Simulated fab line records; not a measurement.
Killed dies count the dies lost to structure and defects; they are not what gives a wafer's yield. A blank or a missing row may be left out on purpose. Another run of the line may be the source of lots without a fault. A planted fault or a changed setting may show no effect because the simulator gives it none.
Struck lot and sound lot, side by side    flow rit-cmos    17 steps out of a route of 202
Sound: wafers L646.1, L646.3, L646.5. The struck wafers were L657.1, L657.2, L657.6. The cause is named last.
Order at every step that has rows: each side's tool, ch and its chambers, its first start. Under that, the readings that differ: sound wafers    struck wafers    difference of the means    sigmas: that difference in standard deviations of wafers without a fault.
alike: readings with means less than 2 such deviations apart, plus words and numbers identical on both sides. not compared: withheld readings, readings lacking a value on some wafer, bounds such as >300 that could conceal the same value, and numbers that have no deviation in the record and whose values overlap.
Wherever a step has rows on one side only, a row that says differs or no value, or a row with sigmas, the two part there. When numbers do not overlap yet have no deviation, they are printed without sigmas and do not part them. A reading that every wafer of one side lacks parts them only if that side has two wafers or more.

first, 2 steps without rows for these wafers: RIT_NRETRO_HARDBAKE_07 (time 120 s); RIT_NRETRO_IMPLANT_08.
RIT_NRETRO_STRIP_09: strips in O2, time 180 s.
  sound on plasma-asher-01 ch 0,1, day 3 03:52; struck on plasma-asher-02 ch 0,1, day 5 11:59
  alike: drypump-motor-current-A, o2-flow-sccm
  not compared: rf-hours-counter-h
RIT_NRETRO_TW_MEAS_10:
  sound on film-metro-02 at day 3 04:03; struck on film-metro-03 at day 5 12:09
  alike: NRETRO_TW
then, 6 steps without rows for these wafers: RIT_PRETRO_HMDS_00 (prime time 60 s); RIT_PRETRO_COAT_01 (resist thk 1300 nm); RIT_PRETRO_SOFTBAKE_02 (time 60 s); RIT_PRETRO_EXPOSE_03 (exposes mask M5, target cd 43700 nm); RIT_PRETRO_PEB_04; RIT_PRETRO_DEVELOP_05 (develop time 68 s).
RIT_PRETRO_OVL_MEAS_06:
  sound on overlay-02 at day 3 05:00; struck on overlay-01 at day 5 13:05
  alike: PRETRO_OVL
then, 1 step without rows for these wafers: RIT_PRETRO_HARDBAKE_07 (time 120 s).
RIT_PRETRO_IMPLANT_08:
  sound on implanter-01 ch 0, day 3 05:17; struck on implanter-01 ch 0, day 5 13:23
reading                    sound                 struck                difference  sigmas
beam-energy-keV            44.990 44.992 44.985  32.682 32.685 32.688  -12.304     -99 or more
model.implant.rp-nm (nm)   142 142 142           107.7 107.7 107.7     -34.3       
model.implant.drp-nm (nm)  55.07 55.07 55.07     45.59 45.59 45.59     -9.48       
  alike: tilt-deg
RIT_PRETRO_STRIP_09: strips in O2, time 180 s.
  sound on plasma-asher-04 ch 0, day 3 05:26; struck on plasma-asher-04 ch 0,1, day 5 13:32
  alike: drypump-motor-current-A, o2-flow-sccm
  not compared: rf-hours-counter-h
RIT_PRETRO_TW_MEAS_10:
  sound on film-metro-02 at day 3 05:37; struck on film-metro-02 at day 5 13:43
reading    sound              struck             difference  sigmas
PRETRO_TW  473.5 473.9 478.0  447.5 448.6 449.4  -26.6       -12
then, 1 step without rows for these wafers: RIT_GATE_WET_ETCH_00 (etches SiO2 in BOE, target depth 56 nm, time 60 s).
RIT_M1_PROBE_99:
  sound on prober-01 at day 4 07:52; struck on prober-01 at day 6 17:34
reading                                     sound                struck               difference  sigmas
killed_at_M0_to_M3                          0 0 1                0 0 0                +0          -4
model.etest.nmos_0p3.r-on-ohm-um            2165 2158 2190       2359 2376 2371       +198        
model.etest.nmos_0p15.r-on-ohm-um           1117 1143 1154       1198 1201 1192       +59         
model.etest.nmos-turned.drive-ua-um         312.2 318.3 317.9    277.3 279.3 282.4    -36.5       
model.etest.nmos_0p15.drive-ua-um           469.9 478.2 468.4    420 424.6 423.6      -49         
model.etest.nmos-narrow.drive-ua-um         222.6 233.8 228      190.7 193.6 189.4    -36.9       
model.etest.nmos_0p3.drive-ua-um            222.1 230.7 225.5    190.9 191.2 191.6    -34.9       
model.etest.nmos_0p15.swing-mv-dec          86.36 85.7 85.79     87.45 87.54 87.62    +1.59       
model.etest.retro-edge-nmos.off-log10-a-um  -10.1 -9.792 -9.834  -10.8 -10.93 -10.98  -1.0        
  alike: killed-at-contacts, killed-at-front-end, killed-dies, killed-open, killed-short

== WHERE THEY PART ==
First at RIT_PRETRO_IMPLANT_08; last, within this record, at RIT_M1_PROBE_99.

WHY: what the simulator had put in
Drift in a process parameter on implanter-01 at RIT_PRETRO_IMPLANT_08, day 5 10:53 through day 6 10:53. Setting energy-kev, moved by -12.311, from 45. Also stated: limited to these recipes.
